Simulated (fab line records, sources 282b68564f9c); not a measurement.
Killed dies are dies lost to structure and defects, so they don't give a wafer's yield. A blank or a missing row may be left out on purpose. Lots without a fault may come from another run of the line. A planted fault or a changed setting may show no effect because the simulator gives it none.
Problem report in the 8D (eight disciplines) form, filled by code | flow rit_cmos | the parts of the form that need people (team, actions taken, sign-off) are left out

1. THE PROBLEM
heater_power_total_W at RIT_ACTIVE_SOFTBAKE_07 reads a mean of 39.48 W on 6 wafers of 2 lots; wafers without a fault read 34.56 W with a standard deviation of 0.055. That is +89 standard deviations from the usual mean.
The step: time 60 s.
First seen on wafer L335.1, day 3 22:06, on litho_track-02. The record holds 18 wafers of 6 lots with a number at this step. Rule for "out", or "out of limits": more than 4 standard deviations from the usual mean. The other wafers with a number count as sound.

2. WHAT IT IS AND WHAT IT IS NOT
question                    | is                                 | is not
which readings at this step | heater_power_total_W, plate_temp_C | resist_line_temp_C
which lots                  | L335, L336                         | L327, L330, L345, L346
which wafers of those lots  | all that have a number             | -
read on which tools         | litho_track-02                     | litho_track-01
when                        | from day 3 22:06                   | up to then (6 sound wafers); but 6 sound wafers of L345, L346 came after

3. SUSPECTS, AND WHAT RULES EACH OUT
Counting: a tool at a process step up to the reading stays a suspect if it ran every lot that is out and no sound lot after the first of them.
- litho_track-02 at RIT_ACTIVE_SOFTBAKE_07 (time 60 s): kept. It ran every lot that is out, first L335 (day 3 22:06), and no sound lot after that; its last sound lot up to then is L330 (day 2 20:35). Its own readings are out on those wafers: heater_power_total_W, plate_temp_C.
Left after counting: litho_track-02 at RIT_ACTIVE_SOFTBAKE_07.

4. THE CAUSE (what the simulator had put in)
Process parameter drift: litho_track-02, from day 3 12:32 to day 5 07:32, at RIT_ACTIVE_SOFTBAKE_07. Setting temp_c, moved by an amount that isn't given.
Counting left only this tool.

5. THE CHAIN OF EFFECTS, in route order
Each row: a reading whose mean over the struck wafers that have a number lies more than 3 standard deviations from the usual. Only readings for which the record gives a usual standard deviation are gone through. hours: the time from each lot's start at the first step in this table that gives one to its start at this step, as a median over the lots. sigmas: the change in usual standard deviations.
hours | step                   | reading              | usual   | on struck wafers | change | sigmas
0     | RIT_ACTIVE_SOFTBAKE_07 | heater_power_total_W | 34.56 W | 39.48            | +4.91  | +89
0     | RIT_ACTIVE_SOFTBAKE_07 | plate_temp_C         | 90.00 C | 99.06            | +9.06  | +75
The process steps in it:
- RIT_ACTIVE_SOFTBAKE_07: time 60 s.
Later measuring or inspecting steps at which every struck wafer that the step has a row for has a number for every such reading, and none has moved that far: RIT_ACTIVE_CD_MEAS_11.

6. WHAT WOULD HAVE CAUGHT IT SOONER
In this record the first reading out of limits was taken at day 3 22:06, 10 hours after the fault began at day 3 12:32.
